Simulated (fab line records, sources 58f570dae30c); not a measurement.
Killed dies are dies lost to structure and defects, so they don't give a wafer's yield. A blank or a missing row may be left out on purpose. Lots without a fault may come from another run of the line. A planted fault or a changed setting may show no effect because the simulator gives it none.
fab line records | flow berkeley_cmos170 | part 1 of 2: steps 1 to 26 of 36
record lots=5 wafers=15 last_day=13
route steps=331 shown NWELL@32 PWELL@34 WELLDRIVE@55 ACTIVE@60
lots that met no fault: from a run of the same line without faults
start_h: hours from the record's first day to the start of the lot's first wafer shown | wait_h: hours since the lot's step before | " the same as in the row above | L1.1+2: a row that stands for several wafers | - no value, or no start given | * or withheld: withheld | < > ~ a bound
route shown NAME@n: a module of which the file shows steps, and the number in the route of the first | usual: mean/standard deviation of fault-free wafers | same: alike in all rows | chamber/n: place in a boat | sites: the reading at each site | _std_site: their standard deviation | _edge_site: outer sites' mean less inner sites' | radius_mm: how far each site lies from the wafer's centre | mask NAME#n: copy n | behind: the tool/chamber that last shaped the wafer | hold: why the lot was held/for how many hours/how that ended | device: the transistor (n, p or np) that didn't switch | end of line: the same wafers' tests at the end of the route | a step without rows: its recipe alone | killed: dies lost to structure and defects at the first sort, not the wafer's yield | map: a wafer's dies, x killed, . not, _ none there
set.NAME: the setting as run; set.NAME@STEP: as run at that earlier step | model.NAME: the simulator's own value behind a step, which no gauge read
lots at some steps of the route; a table a step, a row a wafer
services: from which hour (start_h, from the record's first day; less than 0 if before it) a tool's chamber was out of use, for how many hours, and why
## steps
# step UCB170_NWELL_WET_ETCH_18
# recipe chemistry=H3PO4 target=Si3N4 temp_c=160 time_s=14400
# columns lot.wafer tool chamber start_h wait_h
L074.2+4+6 wet_bench-01 0 37.78 0.0
L078.3+4+6 wet_bench-02 2 60.13 0.0
L085.2+3+5 wet_bench-04 0 89.58 0.0
L090.1+2+3 wet_bench-02 1 115.83 0.2
L095.1+2+4 wet_bench-04 2 144.43 0.0
# step UCB170_NWELL_WET_ETCH_19
# recipe chemistry=BOE dilution=5:1 target=SiO2 temp_c=25 time_s=22
# columns lot.wafer tool chamber start_h wait_h
L074.2+4+6 wet_bench-01 3 42.13 0.3
L078.3+4+6 wet_bench-04 2 64.70 0.6
L085.2+3+5 wet_bench-04 2 93.93 0.3
L090.1+2+3 wet_bench-01 3 119.97 0.1
L095.1+2+4 wet_bench-04 2 148.66 0.2
# step UCB170_PWELL_CLEAN_00
# recipe chemistry=SPM temp_c=120 time_s=600
# columns lot.wafer tool chamber start_h wait_h
L074.2+4+6 wet_bench-01 0 42.15 0.0
L078.3+4+6 wet_bench-02 1 64.80 0.1
L085.2+3+5 wet_bench-04 3 93.97 0.0
L090.1+2+3 wet_bench-01 0 119.98 0.0
L095.1+2+4 wet_bench-04 2 148.85 0.2
# step UCB170_PWELL_CLEAN_01
# recipe chemistry=dHF dilution=25:1 time_s=60
# columns lot.wafer tool chamber start_h wait_h
L074.2+4+6 wet_bench-04 3 42.32 0.0
L078.3+4+6 wet_bench-02 2 65.04 0.0
L085.2+3+5 wet_bench-04 2 94.32 0.2
L090.1+2+3 wet_bench-02 1 120.15 0.0
L095.1+2+4 wet_bench-04 0 149.05 0.0
# step UCB170_PWELL_OXIDATION_02
# recipe temp_c=1000 ambient=O2 target_thk_a=264 ox_time_s=1260
# usual ox_temp_c_max=1003.8/0.76 tube_center_temp_C=999.99/0.098 zone_power_centre_pct=51/3.5
# columns lot.wafer tool chamber start_h wait_h ox_temp_c_max tube_center_temp_C zone_power_centre_pct
L074.2 furnace-02 0 46.21 3.9 1002.9 999.86 51
L074.4 " 0 " " 1002.9 999.94 51
L074.6 " 0 " " 1004.3 999.97 51
L078.3 furnace-02 0 68.59 3.5 1004.4 999.88 51
L078.4 " 0 " " 1003.5 999.98 50
L078.6 " 0 " " 1003.2 999.91 51
L085.2 furnace-02 0 97.51 3.2 1004.3 1000 50
L085.3 " 0 " " 1004.6 1000.1 50
L085.5 " 0 " " 1003.0 999.96 51
L090.1 furnace-04 0 123.65 3.5 1003.0 1000.1 54
L090.2 " 0 " " 1003.1 1000.1 55
L090.3 " 0 " " 1003.7 1000 55
L095.1 furnace-04 0 153.85 4.8 1003.7 999.96 55
L095.2 " 0 " " 1003.9 999.99 54
L095.4 " 0 " " 1005.0 999.95 55
# step UCB170_PWELL_THK_MEAS_03
# recipe reads=SiO2_of_PWELL_OXIDATION_02
# usual PWELL_OXIDE_THK=26.4/0.46
# columns lot.wafer tool chamber start_h wait_h PWELL_OXIDE_THK[nm]
L074.2 film_metro-02 - 47.57 0.0 26.8
L074.4 " - " " 26.4
L074.6 " - " " 26.4
L078.3 film_metro-03 - 69.96 0.0 27.0
L078.4 " - " " 27.0
L078.6 " - " " 26.9
L085.2 film_metro-03 - 98.87 0.0 26.3
L085.3 " - " " 26.4
L085.5 " - " " 26.2
L090.1 film_metro-02 - 125.00 0.0 25.4
L090.2 " - " " 25.7
L090.3 " - " " 26.0
L095.1 film_metro-03 - 155.20 0.0 26.5
L095.2 " - " " 26.4
L095.4 " - " " 26.2
# step UCB170_PWELL_ANNEAL_04
# recipe temp_c=1000 time_s=900 ambient=N2
# usual tube_center_temp_C=999.99/0.08 zone_power_centre_pct=50/4.1
# columns lot.wafer tool chamber start_h wait_h tube_center_temp_C zone_power_centre_pct
L074.2 furnace-01 0 50.44 2.9 1000 45
L074.4 " 0 " " 1000.1 45
L074.6 " 0 " " 999.92 44
L078.3 furnace-04 0 74.54 4.6 999.82 55
L078.4 " 0 " " 1000 55
L078.6 " 0 " " 1000 55
L085.2 furnace-02 0 105.21 6.3 1000.2 50
L085.3 " 0 " " 999.99 52
L085.5 " 0 " " 1000.1 51
L090.1 furnace-04 0 130.50 5.5 999.86 54
L090.2 " 0 " " 1000.2 55
L090.3 " 0 " " 999.98 54
L095.1 furnace-04 0 160.79 5.6 999.95 55
L095.2 " 0 " " 999.87 54
L095.4 " 0 " " 1000 54
# step UCB170_PWELL_CVD_05
# recipe material=Si3N4 target_thk_nm=220 temp_c=800 precursor=SiH2Cl2/NH3 time_s=3300 pressure_mtorr=200 sih2cl2_flow_sccm=25 nh3_flow_sccm=75
# usual zone_power_centre_pct=37/3
# columns lot.wafer tool chamber start_h wait_h zone_power_centre_pct
L074.2 lpcvd-01 1 51.69 0.0 40
L074.4 " 1 " " 41
L074.6 " 1 " " 41
L078.3 lpcvd-01 0 76.45 0.7 35
L078.4 " 0 " " 35
L078.6 " 0 " " 36
L085.2 lpcvd-02 1 107.84 1.4 34
L085.3 " 1 " " 35
L085.5 " 1 " " 34
L090.1 lpcvd-02 0 131.75 0.0 42
L090.2 " 0 " " 41
L090.3 " 0 " " 41
L095.1 lpcvd-01 0 163.39 1.4 35
L095.2 " 0 " " 35
L095.4 " 0 " " 35
# step UCB170_PWELL_THK_MEAS_06
# recipe reads=Si3N4_of_PWELL_CVD_05
# usual PWELL_NITRIDE_THK=220.7/2.4
# columns lot.wafer tool chamber start_h wait_h PWELL_NITRIDE_THK[nm]
L074.2 film_metro-04 - 53.61 0.0 220.0
L074.4 " - " " 221.4
L074.6 " - " " 220.2
L078.3 film_metro-04 - 78.39 0.0 222.2
L078.4 " - " " 221.1
L078.6 " - " " 220.1
L085.2 film_metro-03 - 109.76 0.0 216.2
L085.3 " - " " 217.0
L085.5 " - " " 215.5
L090.1 film_metro-03 - 133.67 0.0 220.7
L090.2 " - " " 219.2
L090.3 " - " " 220.8
L095.1 film_metro-04 - 165.31 0.0 222.2
L095.2 " - " " 223.4
L095.4 " - " " 224.2
# step UCB170_PWELL_HMDS_07
# recipe prime_time_s=60 prime_temp_c=100
# usual chill_plate_temp_C=22.98/0.11 resist_line_temp_C=22.99/0.11
# columns lot.wafer tool chamber start_h wait_h chill_plate_temp_C resist_line_temp_C
L074.2 litho_track-01 0 53.95 0.3 22.68 22.88
L074.4 " 0 " " 23.04 23.07
L074.6 " 0 " " 22.90 23.04
L078.3 litho_track-02 0 78.67 0.3 22.96 23.02
L078.4 " 0 " " 22.95 23.16
L078.6 " 0 " " 23.07 23.17
L085.2 litho_track-02 0 109.88 0.1 22.99 22.98
L085.3 " 0 " " 22.97 23.03
L085.5 " 0 " " 22.97 22.90
L090.1 litho_track-02 0 133.85 0.2 22.94 23.08
L090.2 " 0 " " 22.84 23.15
L090.3 " 0 " " 22.84 23.24
L095.1 litho_track-01 0 165.60 0.3 23.09 23.15
L095.2 " 0 " " 22.97 23.02
L095.4 " 0 " " 22.98 23.19
# step UCB170_PWELL_COAT_08
# recipe resist=KrF spin_rpm=1500 resist_thk_nm=900
# usual chill_plate_temp_C=22.98/0.1 resist_line_temp_C=22.99/0.1
# columns lot.wafer tool chamber start_h wait_h chill_plate_temp_C resist_line_temp_C
L074.2 litho_track-01 0 54.10 0.1 23.10 22.96
L074.4 " 0 " " 23.01 23.05
L074.6 " 0 " " 22.88 23.13
L078.3 litho_track-02 0 78.82 0.1 22.88 23.05
L078.4 " 0 " " 23.00 22.83
L078.6 " 0 " " 23.12 22.91
L085.2 litho_track-02 0 110.03 0.1 22.78 23.07
L085.3 " 0 " " 23.12 22.93
L085.5 " 0 " " 23.04 23.09
L090.1 litho_track-02 0 134.00 0.1 22.73 23.04
L090.2 " 0 " " 23.01 22.93
L090.3 " 0 " " 22.85 23.03
L095.1 litho_track-01 0 165.75 0.1 23.12 22.97
L095.2 " 0 " " 22.92 22.90
L095.4 " 0 " " 23.08 22.94
# step UCB170_PWELL_SOFTBAKE_09
# recipe resist=KrF temp_c=130 time_s=60
# usual chill_plate_temp_C=23.01/0.097 resist_line_temp_C=23.00/0.11
# columns lot.wafer tool chamber start_h wait_h chill_plate_temp_C resist_line_temp_C
L074.2 litho_track-01 0 54.25 0.1 23.04 23.09
L074.4 " 0 " " 23.08 22.94
L074.6 " 0 " " 23.00 23.04
L078.3 litho_track-02 0 78.97 0.1 22.90 23.13
L078.4 " 0 " " 22.98 23.09
L078.6 " 0 " " 23.12 23.03
L085.2 litho_track-02 0 110.18 0.1 22.93 23.13
L085.3 " 0 " " 22.99 22.93
L085.5 " 0 " " 22.87 22.97
L090.1 litho_track-02 0 134.15 0.1 23.00 22.86
L090.2 " 0 " " 23.10 22.92
L090.3 " 0 " " 23.13 22.99
L095.1 litho_track-01 0 165.90 0.1 23.16 22.89
L095.2 " 0 " " 23.05 22.94
L095.4 " 0 " " 23.11 22.78
# step UCB170_PWELL_EXPOSE_10
# recipe mask_id=PWELL target_cd_nm=3000 na=0.5 sigma_outer=0.6 source_shape=conventional dose_mj=19
# usual stage_vel_mm_s=500.05/0.23
# columns lot.wafer tool chamber start_h wait_h mask stage_vel_mm_s
L074.2 krf_scanner-02 0 54.39 0.1 PWELL#0 500.28
L074.4 " 0 " " PWELL#0 500.45
L074.6 " 0 " " PWELL#0 500.43
L078.3 krf_scanner-02 0 79.40 0.4 PWELL#0 500.36
L078.4 " 0 " " PWELL#0 499.78
L078.6 " 0 " " PWELL#0 500.02
L085.2 krf_scanner-02 0 110.64 0.4 PWELL#0 499.98
L085.3 " 0 " " PWELL#0 500.13
L085.5 " 0 " " PWELL#0 499.87
L090.1 krf_scanner-01 0 134.30 0.1 PWELL#0 499.93
L090.2 " 0 " " PWELL#0 500.10
L090.3 " 0 " " PWELL#0 499.93
L095.1 krf_scanner-01 0 166.17 0.2 PWELL#0 500.01
L095.2 " 0 " " PWELL#0 499.54
L095.4 " 0 " " PWELL#0 500.29
# step UCB170_PWELL_PEB_11
# recipe peb_temp_c=130 peb_time_s=withheld resist=KrF
# usual chill_plate_temp_C=22.99/0.11 resist_line_temp_C=23.00/0.11
# columns lot.wafer tool chamber start_h wait_h chill_plate_temp_C resist_line_temp_C
L074.2 litho_track-01 0 54.51 0.1 23.37 23.05
L074.4 " 0 " " 23.10 23.05
L074.6 " 0 " " 23.21 23.16
L078.3 litho_track-02 0 79.57 0.1 23.03 23.07
L078.4 " 0 " " 22.96 22.75
L078.6 " 0 " " 23.06 22.93
L085.2 litho_track-01 0 110.76 0.1 23.07 22.75
L085.3 " 0 " " 23.17 22.81
L085.5 " 0 " " 23.03 23.11
L090.1 litho_track-01 0 134.82 0.5 22.76 22.97
L090.2 " 0 " " 23.03 22.89
L090.3 " 0 " " 22.72 23.10
L095.1 litho_track-01 0 166.50 0.3 23.02 22.93
L095.2 " 0 " " 22.98 22.98
L095.4 " 0 " " 22.86 23.17
# step UCB170_PWELL_DEVELOP_12
# recipe developer=TMAH develop_time_s=45 resist=KrF dev_temp_c=21
# usual chill_plate_temp_C=22.98/0.11 resist_line_temp_C=23.00/0.1
# columns lot.wafer tool chamber start_h wait_h chill_plate_temp_C resist_line_temp_C
L074.2 litho_track-01 0 - - 22.93 22.83
L074.4 " 0 " " 23.03 22.93
L074.6 " 0 " " 23.07 22.79
L078.3 litho_track-02 0 - - 23.06 23.02
L078.4 " 0 " " 23.07 23.11
L078.6 " 0 " " 23.02 23.06
L085.2 litho_track-01 0 - - 23.02 23.02
L085.3 " 0 " " 22.97 23.06
L085.5 " 0 " " 23.06 22.97
L090.1 litho_track-01 0 - - 23.13 23.11
L090.2 " 0 " " 23.05 23.19
L090.3 " 0 " " 23.02 22.90
L095.1 litho_track-01 0 - - 23.00 22.96
L095.2 " 0 " " 23.22 22.98
L095.4 " 0 " " 23.09 23.06
# step UCB170_PWELL_OVL_MEAS_13
# usual PWELL_OVL=-2/5.6
# columns lot.wafer tool chamber start_h wait_h PWELL_OVL[nm]
L074.2 overlay-01 - 54.77 - -11
L074.4 " - " " -10
L074.6 " - " " -10
L078.3 overlay-01 - 79.81 - -4
L078.4 " - " " 1
L078.6 " - " " 7
L085.2 overlay-02 - 111.02 - -4
L085.3 " - " " 7
L085.5 " - " " -2
L090.1 overlay-02 - 135.09 - -2
L090.2 " - " " -4
L090.3 " - " " -1
L095.1 overlay-01 - 166.77 - -6
L095.2 " - " " -4
L095.4 " - " " -3
# step UCB170_PWELL_ETCH_14
# recipe chemistry=CH3F/Ar/O2 target=Si3N4 stop_on=SiO2 CH3F_flow_sccm=20 Ar_flow_sccm=50 O2_flow_sccm=7 pressure_mtorr=50 rf_w=450 target_depth_a=2420 over_etch_frac=0.1 time_s=153.8
# usual chamber_pressure_mTorr=50.00/0.044 drypump_motor_current_A=6.0/0.41 oes_product_au=0.944/0.011 throttle_valve_pct=8.05/0.11
# same over_etch_frac=0.1
# columns lot.wafer tool chamber start_h wait_h chamber_pressure_mTorr drypump_motor_current_A oes_product_au rf_hours_counter_h throttle_valve_pct
L074.2 rie_diel-04 2 54.80 0.0 49.97 6.2 0.930 108 8.10
L074.4 " 1 " " 50.03 5.8 0.947 149 7.92
L074.6 " 3 " " 50.13 6.0 0.933 - 8.27
L078.3 rie_diel-02 0 79.83 0.0 50.07 6.6 0.937 3 8.13
L078.4 " 1 " " 50.07 5.3 0.958 11 8.02
L078.6 " 1 " " 49.99 5.3 0.940 - 8.01
L085.2 rie_diel-03 3 111.05 0.0 50.03 5.9 0.930 78 8.07
L085.3 " 1 " " 50.11 6.7 0.934 120 7.93
L085.5 " 1 " " 49.96 6.7 0.919 - 7.92
L090.1 rie_diel-02 2 135.13 0.0 50.05 5.9 0.938 57 7.99
L090.2 " 3 " " 49.97 6.0 0.939 37 8.19
L090.3 " 0 " " 50.00 6.6 0.946 6 8.12
L095.1 rie_diel-03 3 166.81 0.0 49.98 5.9 0.947 81 8.07
L095.2 " 1 " " 50.01 6.6 0.942 123 7.93
L095.4 " 1 " " 49.96 6.7 0.939 - 7.93
# step UCB170_PWELL_IMPLANT_15
# recipe species=B dose_cm2=5e+12 energy_kev=60 tilt_deg=7
# usual end_station_pressure_torr=5.02e-06/2.4e-07
# columns lot.wafer tool chamber start_h wait_h end_station_pressure_torr
L074.2 implanter-03 0 54.93 0.1 5e-06
L074.4 " 0 " " 5.16e-06
L074.6 " 0 " " 5.3e-06
L078.3 implanter-04 0 79.98 0.1 4.94e-06
L078.4 " 0 " " 5.44e-06
L078.6 " 0 " " 5.06e-06
L085.2 implanter-03 0 111.18 0.1 4.95e-06
L085.3 " 0 " " 4.62e-06
L085.5 " 0 " " 5.44e-06
L090.1 implanter-02 0 135.23 0.1 4.92e-06
L090.2 " 0 " " 4.85e-06
L090.3 " 0 " " 5.56e-06
L095.1 implanter-04 0 166.96 0.1 5.18e-06
L095.2 " 0 " " 5.07e-06
L095.4 " 0 " " 5.02e-06
# step UCB170_PWELL_STRIP_16
# recipe chemistry=O2 power_w=400 pressure_mtorr=3500 platen_temp_c=withheld o2_flow_sccm=400 overash_fraction=0.5
# usual chamber_pressure_mTorr=3500/3.3 drypump_motor_current_A=5.7/0.52 oes_product_au=0.721/0.0045 strip_time_to_endpoint_s=18.04/0.093
# columns lot.wafer tool chamber start_h wait_h chamber_pressure_mTorr drypump_motor_current_A oes_product_au rf_hours_counter_h strip_time_to_endpoint_s
L074.2 plasma_asher-02 1 55.05 0.1 3496 5.2 0.723 24 17.96
L074.4 " 0 " " 3505 5.3 0.714 - 17.93
L074.6 " 1 " " 3499 5.2 0.714 - 17.91
L078.3 plasma_asher-02 1 80.11 0.1 3496 5.2 0.715 - 18.06
L078.4 " 0 " " 3503 5.4 0.725 - 17.99
L078.6 " 0 " " 3508 5.4 0.719 - 18.01
L085.2 plasma_asher-02 1 111.30 0.1 3493 5.2 0.716 31 17.97
L085.3 " 0 " " 3501 5.3 0.718 - 18.00
L085.5 " 0 " " 3502 5.3 0.725 - 18.05
L090.1 plasma_asher-02 0 135.38 0.1 3501 5.3 0.714 34 18.23
L090.2 " 1 " " 3502 5.2 0.720 34 18.15
L090.3 " 1 " " 3510 5.2 0.721 - 18.24
L095.1 plasma_asher-03 0 167.11 0.1 3498 6.5 0.723 46 17.93
L095.2 " 1 " " 3503 5.3 0.714 46 18.03
L095.4 " 1 " " 3502 5.3 0.720 - 17.90
# step UCB170_PWELL_TW_MEAS_17
# usual PWELL_TW=378/3
# columns lot.wafer tool chamber start_h wait_h PWELL_TW
L074.2 film_metro-03 - 55.16 0.1 382
L074.4 " - " " 383
L074.6 " - " " 381
L078.3 film_metro-03 - 80.20 0.1 380
L078.4 " - " " 379
L078.6 " - " " 380
L085.2 film_metro-03 - 111.41 0.1 380
L085.3 " - " " 379
L085.5 " - " " 378
L090.1 film_metro-02 - 135.48 0.1 375
L090.2 " - " " 374
L090.3 " - " " 375
L095.1 film_metro-02 - 167.21 0.1 374
L095.2 " - " " 374
L095.4 " - " " 373
# step UCB170_PWELL_CLEAN_18
# recipe chemistry=SPM temp_c=120 time_s=600
# columns lot.wafer tool chamber start_h wait_h
L074.2+4+6 wet_bench-02 2 55.29 0.1
L078.3+4+6 wet_bench-01 1 80.27 0.1
L085.2+3+5 wet_bench-02 2 111.46 0.0
L090.1+2+3 wet_bench-04 1 135.54 0.1
L095.1+2+4 wet_bench-04 0 167.27 0.1
# step UCB170_PWELL_WET_ETCH_19
# recipe chemistry=H3PO4 target=Si3N4 temp_c=160 time_s=14400
# columns lot.wafer tool chamber start_h wait_h
L074.2+4+6 wet_bench-02 1 55.64 0.2
L078.3+4+6 wet_bench-01 0 80.49 0.0
L085.2+3+5 wet_bench-02 2 111.64 0.0
L090.1+2+3 wet_bench-04 3 135.71 0.0
L095.1+2+4 wet_bench-02 2 167.44 0.0
# step UCB170_PWELL_WET_ETCH_20
# recipe chemistry=BOE dilution=5:1 target=SiO2 temp_c=25 time_s=22
# columns lot.wafer tool chamber start_h wait_h
L074.2+4+6 wet_bench-01 3 59.65 0.0
L078.3+4+6 wet_bench-01 3 84.86 0.0
L085.2+3+5 wet_bench-02 1 115.82 0.2
L090.1+2+3 wet_bench-02 2 139.74 0.0
L095.1+2+4 wet_bench-01 2 171.45 0.0
# step UCB170_WELLDRIVE_CLEAN_00
# recipe chemistry=SPM temp_c=120 time_s=600
# columns lot.wafer tool chamber start_h wait_h
L074.2+4+6 wet_bench-02 0 59.66 0.0
L078.3+4+6 wet_bench-04 2 84.88 0.0
L085.2+3+5 wet_bench-04 2 116.00 0.2
L090.1+2+3 wet_bench-02 0 139.76 0.0
L095.1+2+4 wet_bench-04 2 171.47 0.0
# step UCB170_WELLDRIVE_OXIDATION_01
# recipe temp_c=1100 ambient=O2 target_thk_a=1990 ox_time_s=9000
# usual ox_temp_c_max=1104.4/0.92 tube_center_temp_C=1100/0.11 zone_power_centre_pct=55/4.2
# columns lot.wafer tool chamber start_h wait_h ox_temp_c_max tube_center_temp_C zone_power_centre_pct
L074.2 furnace-01 0 65.01 5.2 1105.3 1100.1 51
L074.4 " 0 " " 1105.3 1100 49
L074.6 " 0 " " 1106.4 1100 50
L078.3 furnace-02 0 88.14 3.1 1104.1 1100.1 56
L078.4 " 0 " " 1104.4 1100 57
L078.6 " 0 " " 1104.7 1100.1 57
L085.2 furnace-04 0 120.15 4.0 1104.0 1099.9 61
L085.3 " 0 " " 1103.4 1100.1 61
L085.5 " 0 " " 1102.6 1100 62
L090.1 furnace-01 0 143.63 3.7 1105.0 1100.2 50
L090.2 " 0 " " 1103.9 1099.7 49
L090.3 " 0 " " 1103.7 1099.9 50
L095.1 furnace-01 0 176.68 5.0 1104.8 1099.9 50
L095.2 " 0 " " 1103.8 1100 50
L095.4 " 0 " " 1104.4 1099.9 50
# step UCB170_WELLDRIVE_THK_MEAS_02
# recipe reads=SiO2_of_WELLDRIVE_OXIDATION_01
# usual WELLDRIVE_OXIDE_THK=199/3.5
# columns lot.wafer tool chamber start_h wait_h WELLDRIVE_OXIDE_THK[nm]
L074.2 film_metro-03 - 68.52 0.0 201
L074.4 " - " " 201
L074.6 " - " " 199
L078.3 film_metro-04 - 91.66 0.0 198
L078.4 " - " " 197
L078.6 " - " " 200
L085.2 film_metro-03 - 123.66 0.0 196
L085.3 " - " " 197
L085.5 " - " " 198
L090.1 film_metro-01 - 147.13 0.0 201
L090.2 " - " " 199
L090.3 " - " " 198
L095.1 film_metro-03 - 180.18 0.0 203
L095.2 " - " " 203
L095.4 " - " " 201
